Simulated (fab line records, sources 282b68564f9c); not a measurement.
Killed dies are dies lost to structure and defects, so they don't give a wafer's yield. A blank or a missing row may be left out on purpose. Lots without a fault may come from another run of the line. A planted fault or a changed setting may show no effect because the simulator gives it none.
A struck lot beside a sound one | flow rit_cmos | 14 steps out of a route of 202
Sound: wafers L736.1, L736.3, L736.6. Struck: wafers L743.3, L743.4, L743.6. The cause comes at the end.
At each step with rows: each side's tool, then ch and its chambers, then its first start. Under that, the readings that differ: sound wafers | struck wafers | difference of the means | sigmas: that difference in standard deviations of wafers without a fault.
alike: readings whose means differ by less than 2 such deviations, and words and numbers that are the same on both sides. not compared: withheld readings, readings that some wafer has no value for, bounds like >300 that may hide the same value, and numbers for which the record gives no deviation and whose values overlap.
The two part at a step that has a row with sigmas, a row that says differs or no value, or rows on one side only. Numbers that don't overlap but have no deviation are shown without sigmas and don't part them. A reading that every wafer of one side lacks parts them only if that side has two wafers or more.

first, 3 steps without rows for these wafers: RIT_NWELL_EXPOSE_03 (exposes mask M2, target cd 43900 nm); RIT_NWELL_PEB_04; RIT_NWELL_DEVELOP_05 (develop time 68 s).
RIT_NWELL_OVL_MEAS_06:
  sound on overlay-01, day 2 16:55; struck on overlay-01, day 4 03:12
  alike: NWELL_OVL
then, 2 steps without rows for these wafers: RIT_NWELL_HARDBAKE_07 (time 120 s); RIT_NWELL_IMPLANT_08.
RIT_NWELL_STRIP_09: strips in O2, time 180 s.
  sound on plasma_asher-01 ch 0,1, day 2 17:22; struck on plasma_asher-04 ch 0,1, day 4 03:41
  alike: chamber_pressure_mTorr, drypump_motor_current_A, o2_flow_sccm
  not compared: rf_hours_counter_h
RIT_NWELL_TW_MEAS_10:
  sound on film_metro-01, day 2 17:32; struck on film_metro-02, day 4 03:49
  reading  | sound          | struck         | difference | sigmas
  NWELL_TW | 2121 2120 2106 | 2209 2205 2201 | +89        | +3
then, 4 steps without rows for these wafers: RIT_PWELL_HMDS_00 (prime time 60 s); RIT_PWELL_COAT_01 (resist thk 1300 nm); RIT_PWELL_SOFTBAKE_02 (time 60 s); RIT_PWELL_EXPOSE_03 (exposes mask M3, target cd 43700 nm).
RIT_PWELL_PEB_04:
  sound on litho_track-03 ch 0, day 2 18:17; struck on litho_track-01, day 4 04:28
  reading         | sound          | struck | difference                    | sigmas
  exhaust_pa (Pa) | 44.6 44.6 45.7 | - - -  | no value on the struck wafers |
  not compared: chill_plate_temp_C
then, 1 step without rows for these wafers: RIT_PWELL_DEVELOP_05 (develop time 65.95 s).

WHERE THEY PART
First at RIT_NWELL_TW_MEAS_10; last, within this record, at RIT_PWELL_PEB_04.

WHY: what the simulator had put in
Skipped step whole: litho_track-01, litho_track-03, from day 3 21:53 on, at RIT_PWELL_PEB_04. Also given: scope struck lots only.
